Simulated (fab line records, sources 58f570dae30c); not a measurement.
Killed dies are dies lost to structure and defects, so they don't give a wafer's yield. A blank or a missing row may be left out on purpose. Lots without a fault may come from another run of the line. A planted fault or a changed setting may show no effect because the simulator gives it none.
Which tool did it? | flow berkeley_cmos170 | 7 lots, 21 wafers sampled, at 3 steps of a route of 331

WHAT THE GAUGES READ, wafer by wafer
UCB170_SPACER_THK_MEAS_01.
lot  | measured     | on            | SPACER_TEOS_THK (nm)
L641 | day 7 17:56  | film_metro-02 | 362 367 365
L643 | day 8 09:40  | film_metro-03 | 355 361 359
L647 | day 8 17:33  | film_metro-03 | 361 366 366
L648 | day 9 07:32  | film_metro-03 | 359 353 361
L650 | day 9 23:23  | film_metro-02 | 355 346 362
L656 | day 10 20:47 | film_metro-03 | 353 360 364
L660 | day 11 12:47 | film_metro-02 | 358 363 366

WHICH TOOL RAN EACH LOT (tool, then ch and the chambers of the sampled wafers, then the start)
lot  | UCB170_GATE_STRIP_16                 | UCB170_SPACER_CVD_00
L641 | plasma_asher-04 ch 0,1, day 7 13:41  | pecvd-04 ch 1,2, day 7 17:53
L643 | plasma_asher-02 ch 0,1, day 8 05:17  | pecvd-02 ch 1,2, day 8 09:35
L647 | plasma_asher-04 ch 0,1, day 8 13:31  | pecvd-03 ch 0,2, day 8 17:30
L648 | plasma_asher-02 ch 0,1, day 9 03:17  | pecvd-03 ch 1,2, day 9 07:29
L650 | plasma_asher-04 ch 0,1, day 9 13:25  | pecvd-04 ch 0,1, day 9 23:20
L656 | plasma_asher-03 ch 0,1, day 10 13:28 | pecvd-04 ch 1,2, day 10 20:44
L660 | plasma_asher-03 ch 0,1, day 11 07:20 | pecvd-02 ch 0,1,2, day 11 12:45
- UCB170_GATE_STRIP_16: strips in O2.
- UCB170_SPACER_CVD_00: deposits SiO2 from TEOS/O2, target thk 376 nm, time 45.16 s.

THE ANSWER, worked out from the rows above alone
Rule: what is usual is taken from the lots themselves. Put in order of their means at a reading, lots are off if they are a third of the lots or fewer, leave a main group of 4 or more, and stand apart from it by a gap of 3 or more times the standard deviation of the main group's means; of several such gaps the widest counts. A main group whose means are all the same, to the digits that the tables above print for the reading, isn't used. A lot without any number at a reading at which 4 lots or more have one is off too. The other lots that the step has rows for count as sound.
No lot is off at any reading shown: from this, nothing can be told.

WHAT THE SIMULATOR HAD PUT IN
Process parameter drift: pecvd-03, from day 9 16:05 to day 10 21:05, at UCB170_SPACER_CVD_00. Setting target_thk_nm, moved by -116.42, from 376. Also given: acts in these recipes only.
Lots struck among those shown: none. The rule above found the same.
